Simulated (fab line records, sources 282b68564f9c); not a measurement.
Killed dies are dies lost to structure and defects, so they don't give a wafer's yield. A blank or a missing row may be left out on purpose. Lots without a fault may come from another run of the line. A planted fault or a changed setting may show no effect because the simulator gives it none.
fab line records | flow rit_cmos
record lots=14 wafers=42 last_day=7
route steps=202 shown M1@192
lots that met no fault: from a run of the same line without faults
start_h: hours from the record's first day to the start of the lot's first wafer shown | wait_h: hours since the lot's step before | " the same as in the row above | L1.1+2: a row that stands for several wafers | - no value, or no start given | * or withheld: withheld | < > ~ a bound
route shown NAME@n: a module of which the file shows steps, and the number in the route of the first | usual: mean/standard deviation of fault-free wafers | same: alike in all rows | chamber/n: place in a boat | sites: the reading at each site | _std_site: their standard deviation | _edge_site: outer sites' mean less inner sites' | radius_mm: how far each site lies from the wafer's centre | mask NAME#n: copy n | behind: the tool/chamber that last shaped the wafer | hold: why the lot was held/for how many hours/how that ended | device: the transistor (n, p or np) that didn't switch | end of line: the same wafers' tests at the end of the route | a step without rows: its recipe alone | killed: dies lost to structure and defects at the first sort, not the wafer's yield | map: a wafer's dies, x killed, . not, _ none there
set.NAME: the setting as run; set.NAME@STEP: as run at that earlier step | model.NAME: the simulator's own value behind a step, which no gauge read
steps of the route over a sample of lots; a table a step, a row a wafer
## steps
# step RIT_M1_DEVELOP_08
# recipe resist=NOVOLAK develop_time_s=68 dev_temp_c=23
# columns lot.wafer tool chamber start_h wait_h
L385.1+4+5 litho_track-04 0 64 -
L387.3+4+5 litho_track-01 0 71 -
L388.2+5+6 litho_track-02 0 79 -
L389.1+2+3 litho_track-04 0 82 -
L390.1+3+4 litho_track-01 0 82 -
L391.2+3+6 litho_track-01 0 95 -
L392.3+5+6 litho_track-02 0 98 -
L393.1+2+3 litho_track-04 0 99 -
L401.1+3+5 litho_track-02 0 144 -
L402.3+4+5 litho_track-02 0 149 -
L403.2+5+6 litho_track-04 0 152 -
L404.1+3+5 litho_track-04 0 156 -
L406.2+5+6 litho_track-01 0 164 -
L407.1+2+4 litho_track-04 0 167 -
# step RIT_M1_CD_MEAS_09
# recipe target_cd_nm=2600
# usual cd_nm=2599.4/1.7
# columns lot.wafer tool chamber start_h wait_h hold cd_nm
L385.1 cd_sem-02 - 65.01 - - 2599.9
L385.4 " - " " - 2601.4
L385.5 " - " " - 2601.9
L387.3 cd_sem-02 - 71.24 - - 2600.8
L387.4 " - " " - 2598.5
L387.5 " - " " - 2599.0
L388.2 cd_sem-02 - 79.21 - - 2598.2
L388.5 " - " " - 2598.6
L388.6 " - " " - 2596.9
L389.1 cd_sem-02 - 82.94 - - 2601.1
L389.2 " - " " - 2600.7
L389.3 " - " " - 2601.6
L390.1 cd_sem-01 - 83.06 - - 2596.9
L390.3 " - " " - 2598.9
L390.4 " - " " - 2600.1
L391.2 cd_sem-02 - 95.69 - - 2598.2
L391.3 " - " " - 2599.8
L391.6 " - " " - 2599.9
L392.3 cd_sem-02 - 98.30 - - 2603.0
L392.5 " - " " - 2602.8
L392.6 " - " " - 2602.1
L393.1 cd_sem-02 - 99.27 - - 2598.6
L393.2 " - " " - 2598.9
L393.3 " - " " - 2598.3
L401.1 cd_sem-01 - 144.28 - await_dispo/0.2h/release 2610.1
L401.3 " - " " await_dispo/0.2h/release 2609.6
L401.5 " - " " await_dispo/0.2h/release 2610.1
L401.1 cd_sem-01 - 144.56 0.3 - 2610.5
L401.3 " - " " - 2609.9
L401.5 " - " " - 2609.9
L402.3 cd_sem-02 - 150.03 - await_dispo/0.2h/release 2609.1
L402.4 " - " " await_dispo/0.2h/release 2608.0
L402.5 " - " " await_dispo/0.2h/release 2610.3
L402.3 cd_sem-02 - 150.32 0.3 - 2609.1
L402.4 " - " " - 2608.2
L402.5 " - " " - 2610.2
L403.2 cd_sem-01 - 152.77 - - 2600.0
L403.5 " - " " - 2598.9
L403.6 " - " " - 2597.4
L404.1 cd_sem-01 - 156.17 - - 2599.8
L404.3 " - " " - 2601.2
L404.5 " - " " - 2598.4
L406.2 cd_sem-01 - 164.97 - - 2598.5
L406.5 " - " " - 2598.8
L406.6 " - " " - 2598.2
L407.1 cd_sem-01 - 168.05 - - 2595.8
L407.2 " - " " - 2597.5
L407.4 " - " " - 2598.4
# step RIT_M1_PROBE_99
# usual defect_limited_yield=97.4/1.1 killed_at_M0_to_M3=0.0/0.2 killed_at_contacts=0.0/0.2 killed_at_front_end=6.8/2.9 killed_dies=6.8/2.9 killed_open=3.3/1.9 killed_short=3.5/2 sort_bin_3_pad_short=0.1/0.21 sort_bin_5_function=1.4/0.74 sort_bin_6_memory=1.1/0.67 sort_n_pass=257.2/2.9 sort_yield_pct=97.4/1.1
# same gross_dies=264 killed_at_M4_up=0 killed_at_back_side=0 killed_at_other=0
# columns lot.wafer tool chamber start_h wait_h defect_limited_yield[%] killed_at_M0_to_M3 killed_at_contacts killed_at_front_end killed_dies killed_open killed_short sort_bin_3_pad_short[%] sort_bin_5_function[%] sort_bin_6_memory[%] sort_n_pass sort_yield_pct[%]
L391.2 prober-01 - 103.15 0.1 97.7 0 0 6 6 1 5 0 1.1 1.1 258.0 97.7
L391.3 prober-01 - 103.20 0.2 98.9 0 0 3 3 1 2 0 0.4 0.8 261.0 98.9
L391.6 prober-01 - 103.35 0.2 97.0 0 0 8 8 4 4 0 0.8 2.3 256.0 97.0
L401.1 prober-01 - 150.81 0.1 96.6 0 0 9 9 6 3 0 2.7 0.8 255.0 96.6
L401.3 prober-01 - 150.91 0.2 97.3 0 0 7 7 4 3 0 2.3 0.4 257.0 97.3
L401.5 prober-01 - 151.01 0.2 97.0 0 0 8 8 3 5 0 1.5 1.5 256.0 97.0
L402.3 prober-02 - 162.78 0.2 98.5 0 0 4 4 4 0 0 1.5 0 260.0 98.5
L402.4 prober-02 - 162.83 0.2 97.0 0 0 8 8 3 5 0 0.8 2.3 256.0 97.0
L402.5 prober-02 - 162.88 0.2 96.6 0 0 9 9 6 3 0 2.3 1.1 255.0 96.6
# killed by level:class
L391.2 GATE:geometric_particle:short=3 REOX:geometric_particle:short=2 SPACER:geometric_particle:open=1
L391.3 GATE:geometric_particle:short=2 FOX2:geometric_particle:open=1
L391.6 GATE:geometric_particle:open=3 REOX:geometric_particle:short=2 GATE:geometric_particle:short=1 REOX:geometric_particle:open=1 SPACER:geometric_particle:short=1
L401.1 GATE:geometric_particle:open=4 FOX1:geometric_particle:open=2 GATE:geometric_particle:short=2 REOX:geometric_particle:short=1
L401.3 GATE:geometric_particle:short=2 SILICIDE:geometric_particle:open=2 GATE:geometric_particle:open=1 REOX:geometric_particle:open=1 SILICIDE:geometric_particle:short=1
L401.5 FOX1:geometric_particle:short=2 GATE:geometric_particle:short=2 GATE:geometric_particle:open=2 FOX2:geometric_particle:short=1 SPACER:geometric_particle:open=1
L402.3 FOX1:geometric_particle:open=2 GATE:geometric_particle:open=1 REOX:geometric_particle:open=1
L402.4 GATE:geometric_particle:short=4 REOX:geometric_particle:open=3 SPACER:geometric_particle:short=1
L402.5 FOX1:geometric_particle:short=2 GATE:geometric_particle:open=2 SPACER:geometric_particle:open=2 FOX1:geometric_particle:open=1 REOX:geometric_particle:short=1 REOX:geometric_particle:open=1
## key
first_sign step=RIT_M1_CD_MEAS_09 reading=visit direction=added
effect step=RIT_M1_CD_MEAS_09 reading=cd_nm direction=up sigmas=6 usual=2599.4 struck=2609.5
met_at RIT_M1_DEVELOP_08
struck_lots L401,L402
onset_between 98 144
fault kind=process_parameter_drift tool=litho_track-02 chamber=- onset_h=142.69 steps=RIT_M1_DEVELOP_08 channel=develop_time_s offset=* shape=step end_h=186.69 acts_in=* stated=*
